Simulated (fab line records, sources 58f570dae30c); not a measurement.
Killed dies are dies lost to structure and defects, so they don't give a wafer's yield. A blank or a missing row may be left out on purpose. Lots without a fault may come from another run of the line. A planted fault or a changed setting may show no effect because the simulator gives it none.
fab line records | flow berkeley_cmos170
record lots=5 wafers=15 last_day=9
route steps=331 shown M2@276 V2@292 M3@309
lots that met no fault: from a run of the same line without faults
start_h: hours from the record's first day to the start of the lot's first wafer shown | wait_h: hours since the lot's step before | " the same as in the row above | L1.1+2: a row that stands for several wafers | - no value, or no start given | * or withheld: withheld | < > ~ a bound
route shown NAME@n: a module of which the file shows steps, and the number in the route of the first | usual: mean/standard deviation of fault-free wafers | same: alike in all rows | chamber/n: place in a boat | sites: the reading at each site | _std_site: their standard deviation | _edge_site: outer sites' mean less inner sites' | radius_mm: how far each site lies from the wafer's centre | mask NAME#n: copy n | behind: the tool/chamber that last shaped the wafer | hold: why the lot was held/for how many hours/how that ended | device: the transistor (n, p or np) that didn't switch | end of line: the same wafers' tests at the end of the route | a step without rows: its recipe alone | killed: dies lost to structure and defects at the first sort, not the wafer's yield | map: a wafer's dies, x killed, . not, _ none there
set.NAME: the setting as run; set.NAME@STEP: as run at that earlier step | model.NAME: the simulator's own value behind a step, which no gauge read
lots at some steps of the route; a table a step, a row a wafer
services: from which hour (start_h, from the record's first day; less than 0 if before it) a tool's chamber was out of use, for how many hours, and why
## steps
# step UCB170_M2_COAT_05
# recipe resist=KrF spin_rpm=1500 resist_thk_nm=900
# columns lot.wafer tool chamber start_h wait_h
L076.2+4+5 litho_track-01 0 165.73 0.1
L078.3+5+6 litho_track-02 0 183.93 0.1
L080.1+2+6 litho_track-02 0 184.89 0.1
L083.1+3+5 litho_track-02 0 207.30 0.1
L082.3+4+6 litho_track-01 0 207.48 0.1
# step UCB170_M2_SOFTBAKE_06
# recipe resist=KrF temp_c=130 time_s=60
# columns lot.wafer tool chamber start_h wait_h
L076.2+4+5 litho_track-01 0 165.88 0.1
L078.3+5+6 litho_track-02 0 184.08 0.1
L080.1+2+6 litho_track-02 0 185.04 0.1
L083.1+3+5 litho_track-02 0 207.45 0.1
L082.3+4+6 litho_track-01 0 207.63 0.1
# step UCB170_M2_STRIP_07
# recipe chemistry=O2 power_w=400 pressure_mtorr=3500 platen_temp_c=withheld o2_flow_sccm=400 overash_fraction=0.5
# usual drypump_motor_current_A=5.4/0.37 oes_product_au=0.735/0.0044 strip_time_to_endpoint_s=21.98/0.07
# columns lot.wafer tool chamber start_h wait_h drypump_motor_current_A oes_product_au rf_hours_counter_h strip_time_to_endpoint_s
L076.2 plasma_asher-03 0 166.01 0.1 5.1 0.735 42 22.00
L076.4 " 1 " " 5.4 0.733 - 21.94
L076.5 " 0 " " 5.2 0.737 - 21.95
L078.3 plasma_asher-03 1 184.21 0.1 5.4 0.735 - 21.95
L078.5 " 0 " " 5.1 0.738 - 22.03
L078.6 " 1 " " 5.4 0.739 - 22.00
L080.1 plasma_asher-01 1 185.19 0.1 5.8 0.734 8 22.09
L080.2 " 0 " " 5.2 0.729 8 22.07
L080.6 " 1 " " 5.8 0.735 - 22.07
L083.1 plasma_asher-01 0 207.60 0.1 5.3 0.732 10 22.07
L083.3 " 1 " " 5.8 0.744 - 22.07
L083.5 " 1 " " 5.8 0.737 - 22.05
L082.3 plasma_asher-02 1 207.76 0.1 6.0 0.731 - 22.06
L082.4 " 0 " " 4.8 0.743 - 22.04
L082.6 " 1 " " 6.0 0.739 - 21.96
# step UCB170_M2_STRIP_08
# recipe chemistry=DMSO temp_c=80 time_s=600 material=KrF
# columns lot.wafer tool chamber start_h wait_h
L076.2+4+5 wet_bench-01 1 166.18 0.1
L078.3+5+6 wet_bench-01 1 185.03 0.8
L080.1+2+6 wet_bench-01 0 185.49 0.3
L083.1+3+5 wet_bench-01 2 207.73 0.1
L082.3+4+6 wet_bench-01 0 207.90 0.1
# step UCB170_M2_COAT_09
# recipe resist=BARC temp_c=withheld time_s=withheld spin_rpm=3000 resist_thk_nm=withheld
# columns lot.wafer tool chamber start_h wait_h
L076.2+4+5 litho_track-02 0 166.77 0.4
L078.3+5+6 litho_track-04 0 185.25 0.1
L080.1+2+6 litho_track-04 0 186.10 0.4
L083.1+3+5 litho_track-01 0 208.18 0.3
L082.3+4+6 litho_track-04 0 208.34 0.3
# step UCB170_M2_COAT_10
# recipe resist=KrF spin_rpm=1500 resist_thk_nm=900
# columns lot.wafer tool chamber start_h wait_h
L076.2+4+5 litho_track-02 0 - -
L078.3+5+6 litho_track-04 0 - -
L080.1+2+6 litho_track-04 0 - -
L083.1+3+5 litho_track-01 0 - -
L082.3+4+6 litho_track-04 0 - -
# step UCB170_M2_SOFTBAKE_11
# recipe resist=KrF temp_c=130 time_s=60
# columns lot.wafer tool chamber start_h wait_h
L076.2+4+5 litho_track-02 0 - -
L078.3+5+6 litho_track-04 0 - -
L080.1+2+6 litho_track-04 0 - -
L083.1+3+5 litho_track-01 0 - -
L082.3+4+6 litho_track-04 0 - -
# step UCB170_M2_EXPOSE_12
# recipe mask_id=METAL2 target_cd_nm=700 na=0.5 sigma_outer=0.6 source_shape=conventional dose_mj=26
# usual reticle_temp_C=23.01/0.11
# columns lot.wafer tool chamber start_h wait_h mask reticle_temp_C
L076.2 krf_scanner-02 0 167.36 - METAL2#0 22.98
L076.4 " 0 " " METAL2#0 23.11
L076.5 " 0 " " METAL2#0 23.15
L078.3 krf_scanner-02 0 185.92 - METAL2#0 22.86
L078.5 " 0 " " METAL2#0 23.09
L078.6 " 0 " " METAL2#0 23.21
L080.1 krf_scanner-02 0 186.55 - METAL2#0 23.02
L080.2 " 0 " " METAL2#0 23.10
L080.6 " 0 " " METAL2#0 22.99
L083.1 krf_scanner-02 0 208.78 - METAL2#0 22.95
L083.3 " 0 " " METAL2#0 22.95
L083.5 " 0 " " METAL2#0 22.96
L082.3 krf_scanner-02 0 208.93 - METAL2#0 22.94
L082.4 " 0 " " METAL2#0 22.85
L082.6 " 0 " " METAL2#0 22.89
# step UCB170_M2_PEB_13
# recipe peb_temp_c=130 peb_time_s=withheld resist=KrF
# columns lot.wafer tool chamber start_h wait_h
L076.2+4+5 litho_track-04 0 168.11 0.7
L078.3+5+6 litho_track-01 0 186.28 0.3
L080.1+2+6 litho_track-04 0 187.10 0.5
L083.1+3+5 litho_track-01 0 208.90 0.1
L082.3+4+6 litho_track-04 0 209.07 0.1
# step UCB170_M2_DEVELOP_14
# recipe developer=TMAH develop_time_s=45 resist=KrF dev_temp_c=21
# columns lot.wafer tool chamber start_h wait_h
L076.2+4+5 litho_track-04 0 - -
L078.3+5+6 litho_track-01 0 - -
L080.1+2+6 litho_track-04 0 - -
L083.1+3+5 litho_track-01 0 - -
L082.3+4+6 litho_track-04 0 - -
# step UCB170_M2_CD_MEAS_15
# recipe target_cd_nm=700
# usual cd_nm=700.2/1.3
# columns lot.wafer tool chamber start_h wait_h cd_nm
L076.2 cd_sem-01 - 168.38 - 699.9
L076.4 " - " " 699.5
L076.5 " - " " 700.2
L078.3 cd_sem-01 - 186.54 - 701.5
L078.5 " - " " 701.6
L078.6 " - " " 701.0
L080.1 cd_sem-01 - 187.38 - 698.9
L080.2 " - " " 698.7
L080.6 " - " " 697.3
L083.1 cd_sem-01 - 209.18 - 701.1
L083.3 " - " " 702.9
L083.5 " - " " 700.4
L082.3 cd_sem-02 - 209.42 - 701.3
L082.4 " - " " 702.0
L082.6 " - " " 701.8
# step UCB170_M2_OVL_MEAS_16
# usual M2_OVL=0/6
# columns lot.wafer tool chamber start_h wait_h M2_OVL[nm]
L076.2 overlay-02 - 168.48 0.1 4
L076.4 " - " " 1
L076.5 " - " " 5
L078.3 overlay-01 - 186.63 0.1 5
L078.5 " - " " 7
L078.6 " - " " 13
L080.1 overlay-01 - 187.50 0.1 9
L080.2 " - " " 5
L080.6 " - " " 7
L083.1 overlay-01 - 209.30 0.1 -10
L083.3 " - " " -10
L083.5 " - " " -5
L082.3 overlay-02 - 209.51 0.1 4
L082.4 " - " " 4
L082.6 " - " " 6
# step UCB170_M2_ETCH_17
# recipe chemistry=N2/H2 target_depth_a=withheld overetch_a=withheld target=BARC time_s=withheld source_w=500 bias_w=100 pressure_mtorr=30 n2_flow_sccm=100 h2_flow_sccm=200
# usual drypump_motor_current_A=5.4/0.44 oes_product_au=1.006/0.024 rf_fwd_power_W=494.9/1.8 throttle_valve_pct=13.26/0.18
# columns lot.wafer tool chamber start_h wait_h drypump_motor_current_A oes_product_au rf_fwd_power_W throttle_valve_pct
L076.2 rie_diel-01 3 168.51 0.0 6.1 0.976 497.3 12.93
L076.4 " 3 " " 6.0 0.979 495.2 12.94
L076.5 " 3 " " 6.0 0.972 494.2 12.95
L078.3 rie_diel-01 2 186.66 0.0 5.1 1.024 494.9 13.46
L078.5 " 2 " " 5.1 1.015 494.7 13.47
L078.6 " 1 " " 4.6 0.974 497.7 13.01
L080.1 rie_diel-01 1 187.53 0.0 4.7 0.964 494.7 13.02
L080.2 " 3 " " 6.0 0.972 492.9 12.94
L080.6 " 0 " " 5.6 1.000 495.0 13.44
L083.1 rie_diel-03 1 209.33 0.0 5.4 1.052 495.0 13.41
L083.3 " 0 " " 5.8 1.004 496.3 13.28
L083.5 " 0 " " 5.8 1.016 497.6 13.26
L082.3 rie_diel-01 2 209.54 0.0 5.1 1.022 497.3 13.47
L082.4 " 3 " " 6.0 0.962 493.1 12.94
L082.6 " 1 " " 4.7 0.958 495.2 13.01
# step UCB170_M2_METAL_ETCH_18
# recipe chemistry=Cl2/BCl3 target=Al stop_on=SiO2 pressure_mtorr=12 target_depth_a=11700 over_etch_frac=0.3 time_s=195 icp_w=600 bias_w=120 Cl2_flow_sccm=90 bcl3_flow_sccm=45
# usual drypump_motor_current_A=5.6/0.45 oes_product_au=0.854/0.0091 rf_fwd_power_W=597.8/1.6 throttle_valve_pct=24.39/0.15
# columns lot.wafer tool chamber start_h wait_h drypump_motor_current_A oes_product_au rf_fwd_power_W rf_hours_counter_h throttle_valve_pct
L076.2 rie_metal-04 0 168.58 - 6.0 0.859 595.5 6.1 24.30
L076.4 " 0 " " 6.0 0.848 596.0 - 24.30
L076.5 " 0 " " 6.0 0.853 596.6 - 24.30
L078.3 rie_metal-04 0 186.76 - 6.0 0.835 598.2 - 24.30
L078.5 " 0 " " 6.0 0.840 596.9 - 24.31
L078.6 " 1 " " 5.1 0.838 598.2 - 24.49
L080.1 rie_metal-04 0 187.58 - 6.0 0.857 597.4 7.3 24.30
L080.2 " 1 " " 5.2 0.832 600.2 5.8 24.49
L080.6 " 0 " " 6.0 0.854 599.5 - 24.30
L083.1 rie_metal-02 1 209.38 - 4.7 0.860 598.9 2.2 24.24
L083.3 " 0 " " 5.8 0.840 595.9 - 24.70
L083.5 " 0 " " 5.8 0.845 595.9 - 24.69
L082.3 rie_metal-04 0 209.64 - 6.0 0.854 596.0 - 24.31
L082.4 " 1 " " 5.1 0.845 598.5 - 24.48
L082.6 " 0 " " 6.0 0.855 593.9 - 24.32
# step UCB170_M2_STRIP_19
# recipe chemistry=O2 power_w=400 pressure_mtorr=3500 platen_temp_c=withheld o2_flow_sccm=400 overash_fraction=0.5
# usual drypump_motor_current_A=5.4/0.42 oes_product_au=0.543/0.023
# columns lot.wafer tool chamber start_h wait_h drypump_motor_current_A oes_product_au rf_hours_counter_h
L076.2 plasma_asher-02 0 168.76 0.1 4.8 0.547 47
L076.4 " 1 " " 6.0 0.557 -
L076.5 " 0 " " 4.8 0.554 -
L078.3 plasma_asher-02 0 186.92 0.1 4.8 0.537 -
L078.5 " 1 " " 6.0 0.542 -
L078.6 " 0 " " 4.8 0.563 -
L080.1 plasma_asher-02 0 187.76 0.1 4.8 0.542 49
L080.2 " 1 " " 6.0 0.558 49
L080.6 " 0 " " 4.8 0.538 -
L083.1 plasma_asher-02 0 209.56 0.1 4.8 0.564 51
L083.3 " 0 " " 4.8 0.557 -
L083.5 " 0 " " 4.8 0.559 -
L082.3 plasma_asher-03 1 209.80 0.1 5.4 0.544 -
L082.4 " 0 " " 5.1 0.573 -
L082.6 " 0 " " 5.1 0.558 -
# step UCB170_M2_CD_MEAS_90
# recipe target_cd_nm=700
# usual cd_nm=701/3.5
# columns lot.wafer tool chamber start_h wait_h cd_nm
L076.2 cd_sem-02 - 168.88 0.1 702
L076.4 " - " " 701
L076.5 " - " " 703
L078.3 cd_sem-01 - 187.03 0.1 701
L078.5 " - " " 703
L078.6 " - " " 701
L080.1 cd_sem-01 - 187.86 0.1 700
L080.2 " - " " 700
L080.6 " - " " 697
L083.1 cd_sem-01 - 209.66 0.1 706
L083.3 " - " " 702
L083.5 " - " " 700
L082.3 cd_sem-02 - 209.91 0.1 699
L082.4 " - " " 705
L082.6 " - " " 700
# step UCB170_V2_CVD_00
# recipe material=SiO2 target_thk_nm=2000 temp_c=390 precursor=TEOS/O2 time_s=250 rf_w=550 pressure_mtorr=9000
# usual heater_power_w=257/52 rf_fwd_power_W=548.7/1.5
# columns lot.wafer tool chamber start_h wait_h heater_power_w rf_fwd_power_W
L076.2 pecvd-04 2 168.98 0.1 253 547.6
L076.4 " 1 " " 366 549.1
L076.5 " 2 " " 309 546.2
L078.3 pecvd-04 1 187.11 0.1 346 552.1
L078.5 " 1 " " 250 549.0
L078.6 " 0 " " 194 547.3
L080.1 pecvd-04 1 187.98 0.1 344 547.3
L080.2 " 0 " " 262 548.6
L080.6 " 2 " " 219 547.1
L083.1 pecvd-02 1 209.78 0.1 248 549.4
L083.3 " 0 " " 191 552.6
L083.5 " 2 " " 187 550.4
L082.3 pecvd-02 2 209.99 0.1 246 549.2
L082.4 " 0 " " 169 549.9
L082.6 " 1 " " 288 546.2
# step UCB170_V2_THK_MEAS_01
# recipe reads=SiO2_of_V2_CVD_00
# usual V2_TEOS_THK=2001/24
# columns lot.wafer tool chamber start_h wait_h V2_TEOS_THK[nm]
L076.2 film_metro-03 - 169.15 0.1 1962
L076.4 " - " " 2001
L076.5 " - " " 2002
L078.3 film_metro-04 - 187.28 0.1 1990
L078.5 " - " " 1990
L078.6 " - " " 2010
L080.1 film_metro-04 - 188.14 0.1 1968
L080.2 " - " " 1980
L080.6 " - " " 2000
L083.1 film_metro-03 - 209.94 0.1 1996
L083.3 " - " " 1997
L083.5 " - " " 2033
L082.3 film_metro-04 - 210.16 0.1 1987
L082.4 " - " " 2037
L082.6 " - " " 2037
# step UCB170_V2_CMP_02
# recipe material=SiO2 down_force_psi=6 platen_rpm=60 pad_velocity_m_s=0.75398
# usual head_pressure_psi=6.000/0.013 motor_current_A=16.8/1.8 platen_rpm=60.00/0.039
# columns lot.wafer tool chamber start_h wait_h head_pressure_psi motor_current_A platen_rpm
L076.2 cmp-02 2 169.25 0.1 6.029 15.1 60.03
L076.4 " 0 " " 5.992 16.3 59.97
L076.5 " 1 " " 6.006 19.5 59.99
L078.3 cmp-01 3 187.37 0.1 5.976 18.7 59.96
L078.5 " 2 " " 5.975 17.0 59.97
L078.6 " 3 " " 6.004 19.7 59.99
L080.1 cmp-02 1 188.20 0.1 6.003 18.8 60.06
L080.2 " 2 " " 5.997 15.9 60.05
L080.6 " 1 " " 6.015 19.4 60.03
L083.1 cmp-02 0 210.00 0.1 6.015 16.9 59.95
L083.3 " 2 " " 6.013 15.8 59.94
L083.5 " 0 " " 5.996 16.4 59.99
L082.4 cmp-02 2 210.30 0.1 6.012 15.1 60.00
L082.3 " 0 " " 6.004 16.6 59.98
L082.6 " 2 " " 5.996 16.0 60.00
# step UCB170_V2_BOW_MEAS_03
# recipe mode=bow
# usual V2_BOW=36/8.4
# columns lot.wafer tool chamber start_h wait_h V2_BOW[um]
L076.2 film_metro-03 - 169.52 0.2 53
L076.4 " - " " 44
L076.5 " - " " 42
L078.3 film_metro-04 - 187.66 0.2 49
L078.5 " - " " 48
L078.6 " - " " 50
L080.1 film_metro-04 - 188.50 0.2 25
L080.2 " - " " 33
L080.6 " - " " 33
L083.1 film_metro-04 - 210.30 0.2 20
L083.3 " - " " 44
L083.5 " - " " 41
L082.3 film_metro-03 - 210.64 0.2 48
L082.4 " - " " 61
L082.6 " - " " 46
# step UCB170_V2_THK_MEAS_04
# recipe reads=SiO2_of_V2_CVD_00
# usual V2_POLISHED_THK=999.9/1.3
# columns lot.wafer tool chamber start_h wait_h V2_POLISHED_THK[nm]
L076.2 film_metro-03 - 169.63 0.1 999.6
L076.4 " - " " 1000.2
L076.5 " - " " 1000.3
L078.3 film_metro-04 - 187.76 0.1 1001.0
L078.5 " - " " 998.4
L078.6 " - " " 999.6
L080.1 film_metro-04 - 188.62 0.1 998.5
L080.2 " - " " 999.6
L080.6 " - " " 1000.1
L083.1 film_metro-04 - 210.42 0.1 998.2
L083.3 " - " " 999.2
L083.5 " - " " 998.5
L082.3 film_metro-03 - 210.74 0.1 999.3
L082.4 " - " " 999.2
L082.6 " - " " 1000.1
# step UCB170_V2_CLEAN_05
# recipe chemistry=DIW
# columns lot.wafer tool chamber start_h wait_h
L076.2+4+5 wet_bench-01 3 169.74 0.1
L078.3+5+6 wet_bench-01 1 187.80 0.0
L080.1+2+6 wet_bench-01 3 188.68 0.1
L083.1+3+5 wet_bench-04 1 210.63 0.2
L082.3+4+6 wet_bench-04 1 210.80 0.1
# step UCB170_V2_HMDS_06
# recipe prime_time_s=60 prime_temp_c=100
# same prime_time_s=60
# columns lot.wafer tool chamber start_h wait_h
L076.2+4+5 litho_track-04 0 170.46 0.5
L078.3+5+6 litho_track-03 0 188.59 0.6
L080.1+2+6 litho_track-02 0 189.27 0.4
L083.1+3+5 litho_track-04 0 210.80 0.0
L082.3+4+6 litho_track-02 0 211.23 0.2
# step UCB170_V2_COAT_07
# recipe resist=KrF spin_rpm=1500 resist_thk_nm=900
# columns lot.wafer tool chamber start_h wait_h
L076.2+4+5 litho_track-04 0 170.61 0.1
L078.3+5+6 litho_track-03 0 188.74 0.1
L080.1+2+6 litho_track-02 0 189.42 0.1
L083.1+3+5 litho_track-04 0 210.95 0.1
L082.3+4+6 litho_track-02 0 211.38 0.1
# step UCB170_V2_SOFTBAKE_08
# recipe resist=KrF temp_c=130 time_s=60
# columns lot.wafer tool chamber start_h wait_h
L076.2+4+5 litho_track-04 0 170.76 0.1
L078.3+5+6 litho_track-03 0 188.89 0.1
L080.1+2+6 litho_track-02 0 189.57 0.1
L083.1+3+5 litho_track-04 0 211.10 0.1
L082.3+4+6 litho_track-02 0 211.53 0.1
# step UCB170_V2_EXPOSE_09
# recipe mask_id=VIA2 target_cd_nm=700 na=0.5 sigma_outer=0.6 source_shape=conventional dose_mj=37
# usual reticle_temp_C=23.00/0.11
# columns lot.wafer tool chamber start_h wait_h mask reticle_temp_C
L076.2 krf_scanner-02 0 170.90 0.1 VIA2#0 22.91
L076.4 " 0 " " VIA2#0 22.80
L076.5 " 0 " " VIA2#0 22.95
L078.3 krf_scanner-01 0 189.03 0.1 VIA2#0 22.87
L078.5 " 0 " " VIA2#0 22.80
L078.6 " 0 " " VIA2#0 22.85
L080.1 krf_scanner-02 0 189.92 0.3 VIA2#0 23.10
L080.2 " 0 " " VIA2#0 22.91
L080.6 " 0 " " VIA2#0 23.02
L083.1 krf_scanner-01 0 211.42 0.3 VIA2#0 23.15
L083.3 " 0 " " VIA2#0 23.06
L083.5 " 0 " " VIA2#0 22.96
L082.3 krf_scanner-01 0 211.69 0.1 VIA2#0 22.96
L082.4 " 0 " " VIA2#0 23.00
L082.6 " 0 " " VIA2#0 23.03
# step UCB170_V2_PEB_10
# recipe peb_temp_c=130 peb_time_s=withheld resist=KrF
# columns lot.wafer tool chamber start_h wait_h
L076.2+4+5 litho_track-02 0 171.84 0.9
L078.3+5+6 litho_track-03 0 189.59 0.5
L080.1+2+6 litho_track-03 0 190.36 0.4
L083.1+3+5 litho_track-04 0 211.70 0.3
L082.3+4+6 litho_track-02 0 212.40 0.7
# step UCB170_V2_DEVELOP_11
# recipe developer=TMAH develop_time_s=45 resist=KrF dev_temp_c=21
# columns lot.wafer tool chamber start_h wait_h
L076.2+4+5 litho_track-02 0 - -
L078.3+5+6 litho_track-03 0 - -
L080.1+2+6 litho_track-03 0 - -
L083.1+3+5 litho_track-04 0 - -
L082.3+4+6 litho_track-02 0 - -
# step UCB170_V2_CD_MEAS_12
# recipe target_cd_nm=700
# usual cd_nm=699.9/1.1
# columns lot.wafer tool chamber start_h wait_h cd_nm
L076.2 cd_sem-01 - 172.11 - 699.0
L076.4 " - " " 698.6
L076.5 " - " " 700.4
L078.3 cd_sem-02 - 189.85 - 701.0
L078.5 " - " " 700.4
L078.6 " - " " 699.8
L080.1 cd_sem-02 - 190.64 - 699.4
L080.2 " - " " 699.1
L080.6 " - " " 697.4
L083.1 cd_sem-02 - 211.98 - 699.7
L083.3 " - " " 700.5
L083.5 " - " " 700.0
L082.3 cd_sem-02 - 212.67 - 700.7
L082.4 " - " " 702.1
L082.6 " - " " 702.0
# step UCB170_V2_OVL_MEAS_13
# usual V2_OVL=-1/5.4
# columns lot.wafer tool chamber start_h wait_h V2_OVL[nm]
L076.2 overlay-01 - 172.22 0.1 -4
L076.4 " - " " -10
L076.5 " - " " 0
L078.3 overlay-01 - 189.95 0.1 -6
L078.5 " - " " -7
L078.6 " - " " -5
L080.1 overlay-02 - 190.76 0.1 11
L080.2 " - " " -8
L080.6 " - " " -8
L083.1 overlay-02 - 212.10 0.1 -7
L083.3 " - " " -4
L083.5 " - " " -7
L082.3 overlay-01 - 212.76 0.1 7
L082.4 " - " " 8
L082.6 " - " " 1
# step UCB170_V2_ETCH_14
# recipe chemistry=CHF3/CF4/Ar target=SiO2 stop_on=Al CHF3_flow_sccm=45 cf4_flow_sccm=15 Ar_flow_sccm=150 pressure_mtorr=200 rf_w=700 target_depth_a=12500 over_etch_frac=0.25 time_s=291
# usual drypump_motor_current_A=5.5/0.59 oes_product_au=0.874/0.011 rf_fwd_power_W=698.0/2.4 throttle_valve_pct=6.94/0.11
# columns lot.wafer tool chamber start_h wait_h drypump_motor_current_A oes_product_au rf_fwd_power_W rf_hours_counter_h throttle_valve_pct
L076.2 rie_diel-02 2 172.25 0.0 6.3 0.873 698.6 149 6.90
L076.4 " 0 " " 6.2 0.870 696.3 31 7.11
L076.5 " 3 " " 6.4 0.872 696.1 - 6.99
L078.3 rie_diel-01 1 189.97 0.0 4.6 0.867 696.8 14 6.84
L078.5 " 2 " " 5.1 0.878 697.4 - 7.06
L078.6 " 1 " " 4.6 0.868 700.7 - 6.84
L080.1 rie_diel-01 3 190.79 0.0 6.0 0.859 695.7 7 6.76
L080.2 " 1 " " 4.6 0.868 700.6 14 6.84
L080.6 " 3 " " 6.0 0.861 697.6 - 6.74
L083.1 rie_diel-02 3 212.14 0.0 6.4 0.873 700.6 125 6.97
L083.3 " 0 " " 6.2 0.879 698.2 33 7.12
L083.5 " 1 " " 4.7 0.868 697.4 - 6.90
L082.3 rie_diel-04 0 212.78 0.0 5.4 0.876 698.9 7 7.07
L082.4 " 2 " " 5.7 0.898 697.6 53 6.94
L082.6 " 0 " " 5.4 0.881 699.8 - 7.08
# step UCB170_V2_STRIP_15
# recipe chemistry=O2 power_w=400 pressure_mtorr=3500 platen_temp_c=withheld o2_flow_sccm=400 overash_fraction=0.5
# usual drypump_motor_current_A=5.5/0.5 oes_product_au=0.723/0.0047 strip_time_to_endpoint_s=15.34/0.11
# columns lot.wafer tool chamber start_h wait_h drypump_motor_current_A oes_product_au rf_hours_counter_h strip_time_to_endpoint_s
L076.2 plasma_asher-04 0 172.43 0.1 5.4 0.718 45 15.46
L076.4 " 1 " " 6.2 0.719 - 15.34
L076.5 " 1 " " 6.2 0.722 - 15.27
L078.3 plasma_asher-04 0 190.18 0.1 5.4 0.721 - 15.30
L078.5 " 0 " " 5.4 0.725 - 15.09
L078.6 " 1 " " 6.2 0.718 - 15.33
L080.1 plasma_asher-02 1 190.97 0.1 6.0 0.726 49 15.42
L080.2 " 0 " " 4.8 0.723 49 15.38
L080.6 " 1 " " 6.0 0.723 - 15.42
L083.1 plasma_asher-03 0 212.31 0.1 5.1 0.722 47 15.28
L083.3 " 1 " " 5.4 0.717 - 15.24
L083.5 " 1 " " 5.4 0.711 - 15.40
L082.3 plasma_asher-04 1 213.00 0.1 6.2 0.721 - 15.46
L082.4 " 0 " " 5.4 0.723 - 15.35
L082.6 " 0 " " 5.4 0.728 - 15.44
# step UCB170_V2_CD_MEAS_90
# recipe target_cd_nm=700
# usual cd_nm=699.8/1.4
# columns lot.wafer tool chamber start_h wait_h cd_nm
L076.2 cd_sem-01 - 172.55 0.1 698.4
L076.4 " - " " 699.3
L076.5 " - " " 699.9
L078.3 cd_sem-01 - 190.29 0.1 700.9
L078.5 " - " " 699.7
L078.6 " - " " 700.4
L080.1 cd_sem-02 - 191.07 0.1 697.9
L080.2 " - " " 700.3
L080.6 " - " " 696.9
L083.1 cd_sem-01 - 212.41 0.1 698.9
L083.3 " - " " 701.7
L083.5 " - " " 700.0
L082.3 cd_sem-02 - 213.10 0.1 700.7
L082.4 " - " " 702.7
L082.6 " - " " 701.7
# step UCB170_M3_PRE_CLEAN_00
# recipe gas=Ar preclean_etch_time_s=60
# columns lot.wafer tool chamber start_h wait_h
L076.2+4+5 pvd_sputter-04 - 172.65 0.1
L078.3+5+6 pvd_sputter-04 - 190.37 0.1
L080.1+2+6 pvd_sputter-03 - 191.19 0.1
L083.1+3+5 pvd_sputter-02 - 212.53 0.1
L082.3+4+6 pvd_sputter-03 - 213.18 0.1
# step UCB170_M3_SPUTTER_01
# recipe material=Al target_thk_nm=900 time_s=120 power_w=6000 chamber_pressure_pa=0.5
# usual throttle_valve_pct=29.7/1.5
# columns lot.wafer tool chamber start_h wait_h throttle_valve_pct
L076.2 pvd_sputter-04 - 172.71 0.0 31.3
L076.4 " - " " 30.2
L076.5 " - " " 31.1
L078.3 pvd_sputter-04 - 190.43 0.0 30.2
L078.5 " - " " 31.3
L078.6 " - " " 30.1
L080.1 pvd_sputter-03 - 191.26 0.0 28.4
L080.2 " - " " 26.7
L080.6 " - " " 30.1
L083.1 pvd_sputter-02 - 212.60 0.0 31.5
L083.3 " - " " 27.6
L083.5 " - " " 29.8
L082.3 pvd_sputter-03 - 213.25 0.0 28.7
L082.4 " - " " 26.5
L082.6 " - " " 30.5
# step UCB170_M3_RS_MEAS_02
# recipe thk_meas_gauge=four-point-probe reads=Al_of_M3_SPUTTER_01
# usual M3_AL_RS=0.0321/0.00033
# columns lot.wafer tool chamber start_h wait_h M3_AL_RS[ohm/sq]
L076.2 film_metro-01 - 172.82 0.1 0.0324
L076.4 " - " " 0.0319
L076.5 " - " " 0.0322
L078.3 film_metro-02 - 190.56 0.1 0.0321
L078.5 " - " " 0.0325
L078.6 " - " " 0.0323
L080.1 film_metro-02 - 191.34 0.0 0.0320
L080.2 " - " " 0.0323
L080.6 " - " " 0.0320
L083.1 film_metro-02 - 212.68 0.0 0.0316
L083.3 " - " " 0.0318
L083.5 " - " " 0.0317
L082.3 film_metro-03 - 213.37 0.1 0.0317
L082.4 " - " " 0.0320
L082.6 " - " " 0.0315
# step UCB170_M3_THK_MEAS_03
# recipe thk_meas_gauge=xrf reads=Al_of_M3_SPUTTER_01
# usual M3_AL_THK=904/11
# columns lot.wafer tool chamber start_h wait_h M3_AL_THK[nm]
L076.2 film_metro-01 - 172.93 0.1 898
L076.4 " - " " 906
L076.5 " - " " 897
L078.3 film_metro-02 - 190.66 0.1 898
L078.5 " - " " 888
L078.6 " - " " 895
L080.1 film_metro-02 - 191.46 0.1 900
L080.2 " - " " 895
L080.6 " - " " 901
L083.1 film_metro-02 - 212.80 0.1 912
L083.3 " - " " 916
L083.5 " - " " 905
L082.3 film_metro-03 - 213.47 0.1 915
L082.4 " - " " 909
L082.6 " - " " 924
# step UCB170_M3_HMDS_04
# recipe prime_time_s=60 prime_temp_c=100
# same prime_time_s=60
# columns lot.wafer tool chamber start_h wait_h
L076.2+4+5 litho_track-02 0 173.00 0.1
L078.3+5+6 litho_track-02 0 191.12 0.4
L080.1+2+6 litho_track-03 0 191.64 0.2
L083.1+3+5 litho_track-03 0 213.50 0.7
L082.3+4+6 litho_track-02 0 214.13 0.6
# step UCB170_M3_COAT_05
# recipe resist=KrF spin_rpm=1500 resist_thk_nm=900
# columns lot.wafer tool chamber start_h wait_h
L076.2+4+5 litho_track-02 0 173.15 0.1
L078.3+5+6 litho_track-02 0 191.27 0.1
L080.1+2+6 litho_track-03 0 191.79 0.1
L083.1+3+5 litho_track-03 0 213.65 0.1
L082.3+4+6 litho_track-02 0 214.28 0.1
# step UCB170_M3_SOFTBAKE_06
# recipe resist=KrF temp_c=130 time_s=60
# columns lot.wafer tool chamber start_h wait_h
L076.2+4+5 litho_track-02 0 173.30 0.1
L078.3+5+6 litho_track-02 0 191.42 0.1
L080.1+2+6 litho_track-03 0 191.94 0.1
L083.1+3+5 litho_track-03 0 213.80 0.1
L082.3+4+6 litho_track-02 0 214.43 0.1
## services
# columns tool chamber start_h hours kind
plasma_asher-01 - 149.05 1.1 repair
rie_diel-01 2 151.58 - clean
rie_diel-01 2 151.58 19.2 scheduled_down
rie_diel-01 2 151.58 19.2 vent_cycle
plasma_asher-02 - 153.43 1.5 repair
pecvd-02 - 156.74 0.6 repair
cmp-01 - 157.05 2.2 repair
pvd_sputter-02 - 160.17 21.9 repair
cmp-02 - 164.08 1.0 repair
rie_diel-03 - 164.12 2.8 pm
rie_diel-01 0 164.97 5.3 repair
rie_metal-04 1 170.17 8.3 repair
rie_diel-03 2 175.44 14.5 repair
pvd_sputter-03 - 176.14 2.4 repair
plasma_asher-04 - 177.67 3.6 repair
cmp-01 - 179.77 6.8 pm
krf_scanner-01 - 197.59 4.0 pm
rie_diel-01 - 198.35 0.2 repair
krf_scanner-02 - 201.61 0.8 pm
krf_scanner-02 - 204.11 1.0 pm
pvd_sputter-04 3 204.91 - consumable_replace:kit
krf_scanner-02 - 210.63 1.3 pm
krf_scanner-02 0 211.29 - calibration
pecvd-02 - 212.55 2.8 pm
## key
fault none
